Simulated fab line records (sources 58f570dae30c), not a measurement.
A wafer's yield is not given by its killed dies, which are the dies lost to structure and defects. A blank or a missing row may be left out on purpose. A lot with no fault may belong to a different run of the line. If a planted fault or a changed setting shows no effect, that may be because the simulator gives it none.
What tool caused it?    flow berkeley_cmos170    15 lots with 45 wafers sampled at 4 steps, on a route of 331 steps

== WHAT THE GAUGES READ, wafer by wafer ==
UCB170_V2_CD_MEAS_90 targets a cd of 700 nm.
lot   measured      on         cd_nm (nm)
L430  day 8 12:07   cd_sem-02  700.2 698.6 699.2
L431  day 8 14:08   cd_sem-02  699.5 700.4 697.8
L432  day 8 20:40   cd_sem-01  703.5 702.2 702.3
L433  day 8 21:17   cd_sem-01  700.1 697.8 699.2
L436  day 9 23:23   cd_sem-01  697.5 697.4 699.1
L437  day 9 20:59   cd_sem-02  698.2 697.6 699.3
L438  day 10 07:50  cd_sem-02  702.8 700.4 700.7
L439  day 10 07:12  cd_sem-01  699.2 702.0 701.8
L440  day 11 08:46  cd_sem-01  698.4 701.0 699.7
L442  day 11 16:02  cd_sem-01  696.7 697.9 698.3
L444  day 11 16:29  cd_sem-02  698.9 701.6 701.0
L445  day 11 14:46  cd_sem-02  698.6 698.3 699.5
L448  day 12 22:43  cd_sem-02  699.1 701.3 702.7
L450  day 12 19:11  cd_sem-02  697.2 695.5 697.6
L451  day 12 22:50  cd_sem-01  699.9 701.2 701.0

== WHICH TOOL RAN EACH LOT (tool, then ch and the chambers of the sampled wafers, then the start) ==
lot   UCB170_ACTIVE_CLEAN_01          UCB170_V2_CVD_00                 UCB170_V2_CMP_02
L430  wet_bench-02 ch 1, day 4 03:19  pecvd-04 ch 0,1, day 8 09:20     cmp-02 ch 0,3, day 8 09:37
L431  wet_bench-02 ch 2, day 4 03:19  pecvd-03 ch 0,2, day 8 11:45     cmp-01 ch 0,1,3, day 8 12:07
L432  wet_bench-02 ch 3, day 4 16:01  pecvd-04 ch 0,1, day 8 18:14     cmp-01 ch 0,3, day 8 18:27
L433  wet_bench-03 ch 0, day 4 16:53  pecvd-02 ch 0,1,2, day 8 18:31   cmp-02 ch 0,3, day 8 18:47
L436  wet_bench-03 ch 1, day 5 08:28  pecvd-04 ch 1,2, day 9 20:59     cmp-02 ch 0,2, day 9 21:15
L437  wet_bench-03 ch 0, day 5 08:28  pecvd-03 ch 0,1,2, day 9 17:34   cmp-02 ch 0,1,3, day 9 17:53
L438  wet_bench-02 ch 3, day 5 20:31  pecvd-03 ch 0,2, day 10 05:09    cmp-02 ch 1,3, day 10 05:22
L439  wet_bench-04 ch 3, day 5 23:19  pecvd-04 ch 0,1,2, day 10 04:55  cmp-01 ch 2,3, day 10 05:07
L440  wet_bench-03 ch 2, day 6 09:09  pecvd-03 ch 0,1,2, day 11 06:14  cmp-02 ch 1,2,3, day 11 06:36
L442  wet_bench-02 ch 3, day 6 15:50  pecvd-04 ch 0,1, day 11 13:36    cmp-01 ch 2,3, day 11 13:49
L444  wet_bench-02 ch 0, day 6 15:50  pecvd-03 ch 0,1, day 11 14:10    cmp-02 ch 1,2,3, day 11 14:29
L445  wet_bench-03 ch 2, day 7 03:43  pecvd-02 ch 0,1, day 11 11:15    cmp-02 ch 0,1,3, day 11 11:39
L448  wet_bench-02 ch 0, day 8 07:29  pecvd-04 ch 0,1,2, day 12 19:58  cmp-02 ch 0,1,3, day 12 20:11
L450  wet_bench-02 ch 3, day 8 07:29  pecvd-02 ch 0,1, day 12 16:44    cmp-01 ch 1,3, day 12 16:57
L451  wet_bench-02 ch 0, day 8 07:29  pecvd-02 ch 0,1, day 12 20:10    cmp-01 ch 0,2,3, day 12 20:23
- UCB170_ACTIVE_CLEAN_01: cleans in dHF, time 60 s.
- UCB170_V2_CVD_00: deposits SiO2 from TEOS/O2, target thk 2000 nm, time 250 s.
- UCB170_V2_CMP_02: polishes SiO2.

== WHAT THE TOOLS THEMSELVES READ (means of the sampled wafers that have a number; where no wafer has one, the mark that the record gives instead) ==
UCB170_V2_CVD_00.
lot   tool      heater_power_w (W)
L430  pecvd-04  225
L431  pecvd-03  276
L432  pecvd-04  244
L433  pecvd-02  218
L436  pecvd-04  253
L437  pecvd-03  232
L438  pecvd-03  237
L439  pecvd-04  264
L440  pecvd-03  223
L442  pecvd-04  242
L444  pecvd-03  298
L445  pecvd-02  254
L448  pecvd-04  291
L450  pecvd-02  208
L451  pecvd-02  211

UCB170_V2_CMP_02.
lot   tool    edge_zone_pressure_frac  head_pressure_psi (psi)  motor_current_A (A)
L430  cmp-02  0.998                    6.013                    15.2
L431  cmp-01  1.000                    5.993                    14.1
L432  cmp-01  0.999                    5.990                    14.7
L433  cmp-02  0.996                    6.008                    14.8
L436  cmp-02  1.002                    5.989                    14.9
L437  cmp-02  1.002                    6.006                    15.5
L438  cmp-02  1.002                    5.993                    15.6
L439  cmp-01  1.001                    5.986                    16.1
L440  cmp-02  0.997                    6.003                    15.5
L442  cmp-01  1.001                    5.977                    16.1
L444  cmp-02  1.003                    5.999                    15.8
L445  cmp-02  1.001                    5.988                    15.6
L448  cmp-02  1.004                    5.989                    15.3
L450  cmp-01  1.000                    5.987                    14.7
L451  cmp-01  1.003                    5.999                    14.6

== THE ANSWER, worked out from the rows above alone ==
Rule: the usual values come from the lots themselves. The widest of any qualifying gaps counts: lots, ordered by their means at a reading, are off when they make up no more than a third of the lots, leave a main group of 4 or more, and stand apart from it by 3 or more times the standard deviation of that group's means. A main group whose means are all the same, to the digits that the tables above print for the reading, isn't used. A lot without any number at a reading at which 4 lots or more have one is off too. Where the step has rows for the other lots, those lots are counted as sound. Order of review: gauges by route order, followed by the tools' own readings, for which a lot's mean as printed above is used. At the first step where some lot is off, the reading lying furthest off is the one used; lots without a number count as furthest.
No lot is off on any of the readings shown, so nothing can be concluded from this.

== WHAT HAD BEEN PUT IN BY THE SIMULATOR ==
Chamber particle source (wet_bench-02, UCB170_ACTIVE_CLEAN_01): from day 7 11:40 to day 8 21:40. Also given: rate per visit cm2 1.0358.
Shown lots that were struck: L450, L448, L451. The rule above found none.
